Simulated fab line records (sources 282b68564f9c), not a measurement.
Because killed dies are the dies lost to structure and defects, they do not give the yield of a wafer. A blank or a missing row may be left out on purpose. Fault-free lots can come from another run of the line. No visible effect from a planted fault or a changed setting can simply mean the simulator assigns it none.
fab line records / flow rit-cmos
record: lots: 15 wafers: 45 last-day: 8
route steps=202 shown ACTIVE@4 M1@202
lots untouched by any fault: they come from a run of this same line in which no faults occurred
start-h: hours from the record's first day to the start of the lot's first wafer shown / wait-h: hours since the lot's step before / " unchanged from the row above / L1.1+2: a row that stands for several wafers / - no value, or no start was given / * or withheld: withheld / < > ~ a bound
route shown NAME@n: NAME is a module with steps in the file, n the number in the route of the first one / usual: mean/standard deviation of fault-free wafers / same: alike in all rows / chamber/n: place in a boat / sites: the reading at each site / _std_site: the values' standard deviation / _edge_site: inner sites' mean taken away from outer sites' mean / radius-mm: for every site, how far away it sits from the centre of the wafer / mask NAME#n: copy n / behind: the most recent tool/chamber to have shaped the wafer / hold: why the lot went on hold/how many hours it stayed there/how the hold came to an end / device: which transistor (n, p or np) failed to switch / end of line: tests run on the same wafers once the route is complete / a step without rows: its recipe alone / killed: the dies lost at the first sort to structure and to defects; this is not the yield of the wafer / map: a wafer's dies, x killed, . not, _ none there
set.NAME: the setting the step ran with; set.NAME@STEP: the setting that earlier step ran with / model.NAME: the simulator's own value behind a step, which no gauge read
a sample of lots followed through the steps of the route, with each step as a table and each wafer as a row
services: a tool's chamber out of use, with start hour (start-h, from the record's first day; less than 0 if before it), hours out, and reason
== steps ==
step: RIT_ACTIVE_CVD_03
recipe: material: Si3N4 target-thk-nm: 150 temp-c: 810 precursor: SiH2Cl2/NH3 time-s: 1500 pressure-mtorr: 287.7 sih2cl2-flow-sccm: 60 nh3-flow-sccm: 150
lot.wafer=L405.1+5+6 tool=lpcvd-02 chamber=0 start-h=12.49 wait-h=0.1
lot.wafer=L406.4+5+6 tool=lpcvd-02 chamber=0 start-h=18.39 wait-h=0.0
lot.wafer=L407.3+4+5 tool=lpcvd-01 chamber=0 start-h=23.06 wait-h=0.4
lot.wafer=L408.1+2+5 tool=lpcvd-01 chamber=0 start-h=28.61 wait-h=0.1
lot.wafer=L409.2+4+6 tool=lpcvd-01 chamber=1 start-h=32.63 wait-h=0.3
lot.wafer=L411.3+4+5 tool=lpcvd-01 chamber=1 start-h=42.98 wait-h=0.0
lot.wafer=L412.1+3+4 tool=lpcvd-01 chamber=1 start-h=49.10 wait-h=0.1
lot.wafer=L413.2+3+6 tool=lpcvd-01 chamber=1 start-h=53.67 wait-h=0.0
lot.wafer=L414.2+4+5 tool=lpcvd-01 chamber=0 start-h=60.94 wait-h=0.0
lot.wafer=L416.1+2+3 tool=lpcvd-01 chamber=0 start-h=70.22 wait-h=0.1
lot.wafer=L421.1+2+4 tool=lpcvd-01 chamber=0 start-h=94.25 wait-h=0.1
lot.wafer=L422.1+2+6 tool=lpcvd-01 chamber=0 start-h=98.83 wait-h=0.1
lot.wafer=L424.1+2+3 tool=lpcvd-01 chamber=0 start-h=107.88 wait-h=0.1
lot.wafer=L426.3+5+6 tool=lpcvd-01 chamber=0 start-h=118.40 wait-h=0.0
lot.wafer=L427.1+2+4 tool=lpcvd-01 chamber=0 start-h=125.03 wait-h=1.0
step: RIT_M1_PROBE_99
usual: killed_at_M0_to_M3: 0.0/0.12 killed-at-contacts: 0.0/0.16 killed-at-front-end: 7.5/2.8 killed-dies: 7.6/2.9 killed-on-rim: 2.1/1.4 killed-open: 3.7/2 killed-short: 3.8/2
same: gross-dies: 264 killed_at_M4_up: 0 killed-at-back-side: 0 killed-at-other: 0
lot.wafer=L405.1 tool=prober-01 chamber=- start-h=64.49 wait-h=0.1 hold=- killed_at_M0_to_M3=0 killed-at-contacts=0 killed-at-front-end=10 killed-dies=10 killed-on-rim=3 killed-open=5 killed-short=5
lot.wafer=L405.5 tool=prober-01 chamber=- start-h=64.69 wait-h=0.2 hold=- killed_at_M0_to_M3=0 killed-at-contacts=0 killed-at-front-end=8 killed-dies=8 killed-on-rim=3 killed-open=6 killed-short=2
lot.wafer=L405.6 tool=prober-01 chamber=- start-h=64.74 wait-h=0.2 hold=- killed_at_M0_to_M3=0 killed-at-contacts=0 killed-at-front-end=3 killed-dies=3 killed-on-rim=1 killed-open=1 killed-short=2
lot.wafer=L406.4 tool=prober-02 chamber=- start-h=76.55 wait-h=0.2 hold=- killed_at_M0_to_M3=0 killed-at-contacts=0 killed-at-front-end=9 killed-dies=9 killed-on-rim=3 killed-open=3 killed-short=6
lot.wafer=L406.5 tool=prober-02 chamber=- start-h=76.60 wait-h=0.2 hold=- killed_at_M0_to_M3=0 killed-at-contacts=0 killed-at-front-end=11 killed-dies=11 killed-on-rim=1 killed-open=5 killed-short=6
lot.wafer=L406.6 tool=prober-02 chamber=- start-h=76.65 wait-h=0.2 hold=- killed_at_M0_to_M3=0 killed-at-contacts=0 killed-at-front-end=8 killed-dies=8 killed-on-rim=2 killed-open=6 killed-short=2
lot.wafer=L407.3 tool=prober-01 chamber=- start-h=78.00 wait-h=0.2 hold=- killed_at_M0_to_M3=0 killed-at-contacts=0 killed-at-front-end=10 killed-dies=10 killed-on-rim=4 killed-open=4 killed-short=6
lot.wafer=L407.4 tool=prober-01 chamber=- start-h=78.05 wait-h=0.2 hold=- killed_at_M0_to_M3=0 killed-at-contacts=0 killed-at-front-end=8 killed-dies=8 killed-on-rim=1 killed-open=4 killed-short=4
lot.wafer=L407.5 tool=prober-01 chamber=- start-h=78.10 wait-h=0.2 hold=- killed_at_M0_to_M3=0 killed-at-contacts=0 killed-at-front-end=7 killed-dies=7 killed-on-rim=1 killed-open=4 killed-short=3
lot.wafer=L408.1 tool=prober-02 chamber=- start-h=85.90 wait-h=0.1 hold=- killed_at_M0_to_M3=0 killed-at-contacts=0 killed-at-front-end=11 killed-dies=11 killed-on-rim=4 killed-open=8 killed-short=2
lot.wafer=L408.2 tool=prober-02 chamber=- start-h=85.95 wait-h=0.1 hold=- killed_at_M0_to_M3=1 killed-at-contacts=0 killed-at-front-end=10 killed-dies=11 killed-on-rim=1 killed-open=4 killed-short=5
lot.wafer=L408.5 tool=prober-02 chamber=- start-h=86.10 wait-h=0.2 hold=- killed_at_M0_to_M3=0 killed-at-contacts=0 killed-at-front-end=6 killed-dies=6 killed-on-rim=1 killed-open=2 killed-short=3
lot.wafer=L409.2 tool=prober-01 chamber=- start-h=90.67 wait-h=0.1 hold=- killed_at_M0_to_M3=0 killed-at-contacts=0 killed-at-front-end=10 killed-dies=10 killed-on-rim=4 killed-open=4 killed-short=6
lot.wafer=L409.4 tool=prober-01 chamber=- start-h=90.77 wait-h=0.2 hold=- killed_at_M0_to_M3=0 killed-at-contacts=0 killed-at-front-end=6 killed-dies=6 killed-on-rim=1 killed-open=2 killed-short=4
lot.wafer=L409.6 tool=prober-01 chamber=- start-h=90.87 wait-h=0.2 hold=- killed_at_M0_to_M3=0 killed-at-contacts=0 killed-at-front-end=6 killed-dies=6 killed-on-rim=1 killed-open=4 killed-short=2
lot.wafer=L411.3 tool=prober-01 chamber=- start-h=100.95 wait-h=0.2 hold=- killed_at_M0_to_M3=0 killed-at-contacts=0 killed-at-front-end=10 killed-dies=10 killed-on-rim=5 killed-open=6 killed-short=4
lot.wafer=L411.4 tool=prober-01 chamber=- start-h=101.00 wait-h=0.2 hold=- killed_at_M0_to_M3=0 killed-at-contacts=0 killed-at-front-end=7 killed-dies=7 killed-on-rim=3 killed-open=5 killed-short=2
lot.wafer=L411.5 tool=prober-01 chamber=- start-h=101.05 wait-h=0.2 hold=- killed_at_M0_to_M3=0 killed-at-contacts=0 killed-at-front-end=5 killed-dies=5 killed-on-rim=1 killed-open=1 killed-short=4
lot.wafer=L412.1 tool=prober-02 chamber=- start-h=105.14 wait-h=0.1 hold=- killed_at_M0_to_M3=0 killed-at-contacts=0 killed-at-front-end=5 killed-dies=5 killed-on-rim=1 killed-open=2 killed-short=3
lot.wafer=L412.3 tool=prober-02 chamber=- start-h=105.24 wait-h=0.2 hold=- killed_at_M0_to_M3=0 killed-at-contacts=0 killed-at-front-end=7 killed-dies=7 killed-on-rim=2 killed-open=6 killed-short=1
lot.wafer=L412.4 tool=prober-02 chamber=- start-h=105.29 wait-h=0.2 hold=- killed_at_M0_to_M3=0 killed-at-contacts=0 killed-at-front-end=6 killed-dies=6 killed-on-rim=0 killed-open=2 killed-short=4
lot.wafer=L413.2 tool=prober-01 chamber=- start-h=109.34 wait-h=0.1 hold=- killed_at_M0_to_M3=0 killed-at-contacts=0 killed-at-front-end=6 killed-dies=6 killed-on-rim=2 killed-open=3 killed-short=3
lot.wafer=L413.3 tool=prober-01 chamber=- start-h=109.39 wait-h=0.2 hold=- killed_at_M0_to_M3=0 killed-at-contacts=0 killed-at-front-end=8 killed-dies=8 killed-on-rim=2 killed-open=3 killed-short=5
lot.wafer=L413.6 tool=prober-01 chamber=- start-h=109.54 wait-h=0.2 hold=- killed_at_M0_to_M3=0 killed-at-contacts=0 killed-at-front-end=3 killed-dies=3 killed-on-rim=1 killed-open=2 killed-short=1
lot.wafer=L414.2 tool=prober-02 chamber=- start-h=115.35 wait-h=0.1 hold=- killed_at_M0_to_M3=0 killed-at-contacts=0 killed-at-front-end=9 killed-dies=9 killed-on-rim=3 killed-open=3 killed-short=6
lot.wafer=L414.4 tool=prober-02 chamber=- start-h=115.45 wait-h=0.2 hold=- killed_at_M0_to_M3=0 killed-at-contacts=0 killed-at-front-end=10 killed-dies=10 killed-on-rim=2 killed-open=2 killed-short=8
lot.wafer=L414.5 tool=prober-02 chamber=- start-h=115.50 wait-h=0.2 hold=- killed_at_M0_to_M3=0 killed-at-contacts=0 killed-at-front-end=9 killed-dies=9 killed-on-rim=4 killed-open=6 killed-short=3
lot.wafer=L416.1 tool=prober-01 chamber=- start-h=122.60 wait-h=0.1 hold=- killed_at_M0_to_M3=0 killed-at-contacts=0 killed-at-front-end=8 killed-dies=8 killed-on-rim=0 killed-open=7 killed-short=1
lot.wafer=L416.2 tool=prober-01 chamber=- start-h=122.65 wait-h=0.1 hold=- killed_at_M0_to_M3=0 killed-at-contacts=0 killed-at-front-end=3 killed-dies=3 killed-on-rim=0 killed-open=3 killed-short=0
lot.wafer=L416.3 tool=prober-01 chamber=- start-h=122.70 wait-h=0.2 hold=- killed_at_M0_to_M3=0 killed-at-contacts=0 killed-at-front-end=10 killed-dies=10 killed-on-rim=5 killed-open=5 killed-short=5
lot.wafer=L421.1 tool=prober-02 chamber=- start-h=146.07 wait-h=0.1 hold=- killed_at_M0_to_M3=0 killed-at-contacts=0 killed-at-front-end=8 killed-dies=8 killed-on-rim=2 killed-open=5 killed-short=3
lot.wafer=L421.2 tool=prober-02 chamber=- start-h=146.12 wait-h=0.1 hold=- killed_at_M0_to_M3=0 killed-at-contacts=0 killed-at-front-end=6 killed-dies=6 killed-on-rim=2 killed-open=1 killed-short=5
lot.wafer=L421.4 tool=prober-02 chamber=- start-h=146.22 wait-h=0.2 hold=- killed_at_M0_to_M3=0 killed-at-contacts=0 killed-at-front-end=10 killed-dies=10 killed-on-rim=1 killed-open=4 killed-short=6
lot.wafer=L422.1 tool=prober-01 chamber=- start-h=149.93 wait-h=0.1 hold=- killed_at_M0_to_M3=0 killed-at-contacts=0 killed-at-front-end=7 killed-dies=7 killed-on-rim=4 killed-open=4 killed-short=3
lot.wafer=L422.2 tool=prober-01 chamber=- start-h=149.98 wait-h=0.1 hold=- killed_at_M0_to_M3=0 killed-at-contacts=0 killed-at-front-end=7 killed-dies=7 killed-on-rim=1 killed-open=3 killed-short=4
lot.wafer=L422.6 tool=prober-01 chamber=- start-h=150.18 wait-h=0.2 hold=- killed_at_M0_to_M3=0 killed-at-contacts=0 killed-at-front-end=11 killed-dies=11 killed-on-rim=4 killed-open=6 killed-short=5
lot.wafer=L424.1 tool=prober-01 chamber=- start-h=155.84 wait-h=0.1 hold=await-dispo/3.1h/release killed_at_M0_to_M3=0 killed-at-contacts=0 killed-at-front-end=37 killed-dies=37 killed-on-rim=12 killed-open=5 killed-short=5
lot.wafer=L424.2 tool=prober-01 chamber=- start-h=155.89 wait-h=0.1 hold=await-dispo/3.1h/release killed_at_M0_to_M3=0 killed-at-contacts=0 killed-at-front-end=36 killed-dies=36 killed-on-rim=9 killed-open=3 killed-short=4
lot.wafer=L424.3 tool=prober-01 chamber=- start-h=155.94 wait-h=0.2 hold=await-dispo/3.1h/release killed_at_M0_to_M3=0 killed-at-contacts=0 killed-at-front-end=32 killed-dies=32 killed-on-rim=11 killed-open=3 killed-short=2
lot.wafer=L426.3 tool=prober-01 chamber=- start-h=171.54 wait-h=0.2 hold=await-dispo/5.7h/release killed_at_M0_to_M3=0 killed-at-contacts=0 killed-at-front-end=35 killed-dies=35 killed-on-rim=10 killed-open=3 killed-short=5
lot.wafer=L426.5 tool=prober-01 chamber=- start-h=171.64 wait-h=0.2 hold=await-dispo/5.7h/release killed_at_M0_to_M3=0 killed-at-contacts=0 killed-at-front-end=30 killed-dies=30 killed-on-rim=8 killed-open=0 killed-short=1
lot.wafer=L426.6 tool=prober-01 chamber=- start-h=171.69 wait-h=0.2 hold=await-dispo/5.7h/release killed_at_M0_to_M3=0 killed-at-contacts=1 killed-at-front-end=39 killed-dies=40 killed-on-rim=12 killed-open=8 killed-short=6
lot.wafer=L427.1 tool=prober-02 chamber=- start-h=180.63 wait-h=0.1 hold=await-dispo/9.9h/release killed_at_M0_to_M3=0 killed-at-contacts=0 killed-at-front-end=41 killed-dies=41 killed-on-rim=12 killed-open=5 killed-short=8
lot.wafer=L427.2 tool=prober-02 chamber=- start-h=180.68 wait-h=0.1 hold=await-dispo/9.9h/release killed_at_M0_to_M3=0 killed-at-contacts=0 killed-at-front-end=34 killed-dies=34 killed-on-rim=14 killed-open=4 killed-short=4
lot.wafer=L427.4 tool=prober-02 chamber=- start-h=180.78 wait-h=0.2 hold=await-dispo/9.9h/release killed_at_M0_to_M3=0 killed-at-contacts=0 killed-at-front-end=34 killed-dies=34 killed-on-rim=10 killed-open=4 killed-short=2
killed by level:class
L405.1 REOX:geometric-particle:short=3 REOX:geometric-particle:open=2 SILICIDE:geometric-particle:short=2 GATE:geometric-particle:open=1 SPACER:geometric-particle:open=1 SILICIDE:geometric-particle:open=1
L405.5 GATE:geometric-particle:open=3 SILICIDE:geometric-particle:open=2 FOX2:geometric-particle:open=1 REOX:geometric-particle:short=1 SILICIDE:geometric-particle:short=1
L405.6 FOX1:geometric-particle:open=1 FOX2:geometric-particle:short=1 GATE:geometric-particle:short=1
L406.4 REOX:geometric-particle:short=2 ACTIVE:geometric-particle:short=1 FOX1:geometric-particle:open=1 FOX1:geometric-particle:short=1 FOX2:geometric-particle:short=1 GATE:geometric-particle:short=1 SPACER:geometric-particle:open=1 SILICIDE:geometric-particle:open=1
L406.5 FOX1:geometric-particle:open=2 FOX1:geometric-particle:short=2 GATE:geometric-particle:short=2 SPACER:geometric-particle:short=2 GATE:geometric-particle:open=1 SPACER:geometric-particle:open=1 SILICIDE:geometric-particle:open=1
L406.6 GATE:geometric-particle:short=2 GATE:geometric-particle:open=2 SPACER:geometric-particle:open=2 SILICIDE:geometric-particle:open=2
L407.3 GATE:geometric-particle:short=3 GATE:geometric-particle:open=2 FOX2:geometric-particle:open=1 FOX2:geometric-particle:short=1 REOX:geometric-particle:short=1 SPACER:geometric-particle:short=1 SILICIDE:geometric-particle:open=1
L407.4 FOX2:geometric-particle:short=2 REOX:geometric-particle:short=2 SPACER:geometric-particle:open=2 GATE:geometric-particle:open=1 REOX:geometric-particle:open=1
L407.5 GATE:geometric-particle:open=2 SPACER:geometric-particle:short=2 FOX2:geometric-particle:open=1 GATE:geometric-particle:short=1 SPACER:geometric-particle:open=1
L408.1 GATE:geometric-particle:open=5 FOX1:geometric-particle:open=3 GATE:geometric-particle:short=2 NSD:coat-microbubble-printed=1
L408.2 GATE:geometric-particle:short=3 NSD:coat-microbubble-printed=2 FOX1:geometric-particle:short=1 FOX1:geometric-particle:open=1 GATE:geometric-particle:open=1 SPACER:geometric-particle:short=1 SILICIDE:geometric-particle:open=1 M1:geometric-particle:open=1
L408.5 FOX2:geometric-particle:open=1 GATE:geometric-particle:short=1 REOX:geometric-particle:short=1 SILICIDE:geometric-particle:open=1 SILICIDE:geometric-particle:short=1 NSD:coat-microbubble-printed=1
L409.2 GATE:geometric-particle:short=3 GATE:geometric-particle:open=2 REOX:geometric-particle:open=2 ACTIVE:geometric-particle:short=1 FOX1:geometric-particle:short=1 SILICIDE:geometric-particle:short=1
L409.4 GATE:geometric-particle:open=2 REOX:geometric-particle:short=2 SPACER:geometric-particle:short=2
L409.6 GATE:geometric-particle:open=2 FOX2:geometric-particle:short=1 GATE:geometric-particle:short=1 REOX:geometric-particle:open=1 SILICIDE:geometric-particle:open=1
L411.3 FOX1:geometric-particle:open=3 GATE:geometric-particle:short=2 GATE:geometric-particle:open=1 REOX:geometric-particle:open=1 REOX:geometric-particle:short=1 SPACER:geometric-particle:open=1 SILICIDE:geometric-particle:short=1
L411.4 FOX1:geometric-particle:open=2 FOX1:geometric-particle:short=1 GATE:geometric-particle:open=1 REOX:geometric-particle:open=1 SPACER:geometric-particle:short=1 SILICIDE:geometric-particle:open=1
L411.5 GATE:geometric-particle:short=3 GATE:geometric-particle:open=1 REOX:geometric-particle:short=1
L412.1 GATE:geometric-particle:short=1 GATE:geometric-particle:open=1 SPACER:geometric-particle:open=1 SPACER:geometric-particle:short=1 SILICIDE:geometric-particle:short=1
L412.3 GATE:geometric-particle:open=3 SPACER:geometric-particle:open=2 FOX1:geometric-particle:short=1 FOX2:geometric-particle:open=1
L412.4 GATE:geometric-particle:short=2 SILICIDE:geometric-particle:short=2 GATE:geometric-particle:open=1 SILICIDE:geometric-particle:open=1
L413.2 FOX1:geometric-particle:open=1 FOX2:geometric-particle:open=1 FOX2:geometric-particle:short=1 GATE:geometric-particle:open=1 GATE:geometric-particle:short=1 REOX:geometric-particle:short=1
L413.3 FOX1:geometric-particle:short=2 GATE:geometric-particle:short=2 GATE:geometric-particle:open=2 REOX:geometric-particle:short=1 SPACER:geometric-particle:open=1
L413.6 FOX1:geometric-particle:open=1 FOX2:geometric-particle:short=1 GATE:geometric-particle:open=1
L414.2 GATE:geometric-particle:short=2 SPACER:geometric-particle:short=2 SILICIDE:geometric-particle:open=2 FOX1:geometric-particle:short=1 GATE:geometric-particle:open=1 SILICIDE:geometric-particle:short=1
L414.4 GATE:geometric-particle:short=2 REOX:geometric-particle:short=2 SPACER:geometric-particle:short=2 FOX2:geometric-particle:short=1 GATE:geometric-particle:open=1 SILICIDE:geometric-particle:short=1 SILICIDE:geometric-particle:open=1
L414.5 FOX1:geometric-particle:open=2 GATE:geometric-particle:short=2 SPACER:geometric-particle:open=2 GATE:geometric-particle:open=1 REOX:geometric-particle:open=1 SPACER:geometric-particle:short=1
L416.1 GATE:geometric-particle:open=6 FOX2:geometric-particle:open=1 GATE:geometric-particle:short=1
L416.2 GATE:geometric-particle:open=1 REOX:geometric-particle:open=1 SILICIDE:geometric-particle:open=1
L416.3 GATE:geometric-particle:short=2 FOX1:geometric-particle:short=1 FOX2:geometric-particle:open=1 GATE:geometric-particle:open=1 REOX:geometric-particle:open=1 SPACER:geometric-particle:open=1 SPACER:geometric-particle:short=1 SILICIDE:geometric-particle:short=1
L421.1 GATE:geometric-particle:open=4 GATE:geometric-particle:short=2 FOX2:geometric-particle:short=1 SPACER:geometric-particle:open=1
L421.2 SPACER:geometric-particle:short=2 SILICIDE:geometric-particle:short=2 FOX2:geometric-particle:short=1 SPACER:geometric-particle:open=1
L421.4 FOX2:geometric-particle:short=2 GATE:geometric-particle:short=2 FOX2:geometric-particle:open=1 GATE:geometric-particle:open=1 REOX:geometric-particle:open=1 REOX:geometric-particle:short=1 SPACER:geometric-particle:open=1 SILICIDE:geometric-particle:short=1
L422.1 REOX:geometric-particle:open=3 GATE:geometric-particle:short=2 FOX1:geometric-particle:short=1 GATE:geometric-particle:open=1
L422.2 GATE:geometric-particle:open=1 GATE:geometric-particle:short=1 REOX:geometric-particle:short=1 REOX:geometric-particle:open=1 SPACER:geometric-particle:short=1 SILICIDE:geometric-particle:short=1 SILICIDE:geometric-particle:open=1
L422.6 GATE:geometric-particle:open=4 GATE:geometric-particle:short=2 SILICIDE:geometric-particle:short=2 REOX:geometric-particle:open=1 SPACER:geometric-particle:short=1 SILICIDE:geometric-particle:open=1
L424.1 ACTIVE:unspecified=27 GATE:geometric-particle:short=3 FOX1:geometric-particle:open=2 GATE:geometric-particle:open=2 REOX:geometric-particle:short=1 SPACER:geometric-particle:open=1 SPACER:geometric-particle:short=1
L424.2 ACTIVE:unspecified=29 GATE:geometric-particle:short=2 GATE:geometric-particle:open=2 REOX:geometric-particle:short=1 SPACER:geometric-particle:open=1 SILICIDE:geometric-particle:short=1
L424.3 ACTIVE:unspecified=26 GATE:geometric-particle:open=1 GATE:geometric-particle:short=1 REOX:geometric-particle:open=1 SPACER:geometric-particle:open=1 SILICIDE:geometric-particle:short=1 NSD:coat-microbubble-printed=1
L426.3 ACTIVE:unspecified=26 GATE:geometric-particle:short=3 ACTIVE:geometric-particle:open=1 FOX1:geometric-particle:short=1 GATE:geometric-particle:open=1 REOX:geometric-particle:short=1 SPACER:geometric-particle:open=1 NRETRO:coat-microbubble-printed=1
L426.5 ACTIVE:unspecified=28 GATE:geometric-particle:short=1 NRETRO:coat-microbubble-printed=1
L426.6 ACTIVE:unspecified=26 GATE:geometric-particle:open=4 FOX2:geometric-particle:short=3 GATE:geometric-particle:short=2 SPACER:geometric-particle:open=2 FOX1:geometric-particle:open=1 SPACER:geometric-particle:short=1 CONTACT:geometric-particle:open=1
L427.1 ACTIVE:unspecified=28 FOX1:geometric-particle:short=3 GATE:geometric-particle:short=3 GATE:geometric-particle:open=3 FOX2:geometric-particle:short=1 REOX:geometric-particle:open=1 REOX:geometric-particle:short=1 SPACER:geometric-particle:open=1
L427.2 ACTIVE:unspecified=26 GATE:geometric-particle:open=3 SPACER:geometric-particle:short=2 FOX1:geometric-particle:short=1 FOX1:geometric-particle:open=1 REOX:geometric-particle:short=1
L427.4 ACTIVE:unspecified=28 GATE:geometric-particle:open=3 GATE:geometric-particle:short=2 SILICIDE:geometric-particle:open=1
== services ==
tool=lpcvd-02 chamber=- start-h=121.74 hours=6.1 kind=pm
== key ==
first-sign: step: RIT_M1_PROBE_99 reading: killed-at-front-end direction: up sigmas: 9.8 usual: 7.5 struck: 35.3
effect: step: RIT_M1_PROBE_99 reading: killed-dies direction: up sigmas: 9.7 usual: 7.6 struck: 35.4
met-at RIT_ACTIVE_CVD_03
struck-lots L424,L426,L427
tester-left-out L424,L426,L427
onset-between 98.83 107.88
also-fits time
fault: kind: chamber-particle-source tool: lpcvd-01 chamber: - onset-h: 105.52 steps: RIT_ACTIVE_CVD_03 rate-per-visit-cm2: 0.99312 end-h: 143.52
tester-left-out: of these lots the tester's yield and bins aren't shown, on N5 and GAA mostly nor the transistor test; their killed dies are dies lost to structure and defects alone, not to doping, threshold or leakage, so they don't give the yield
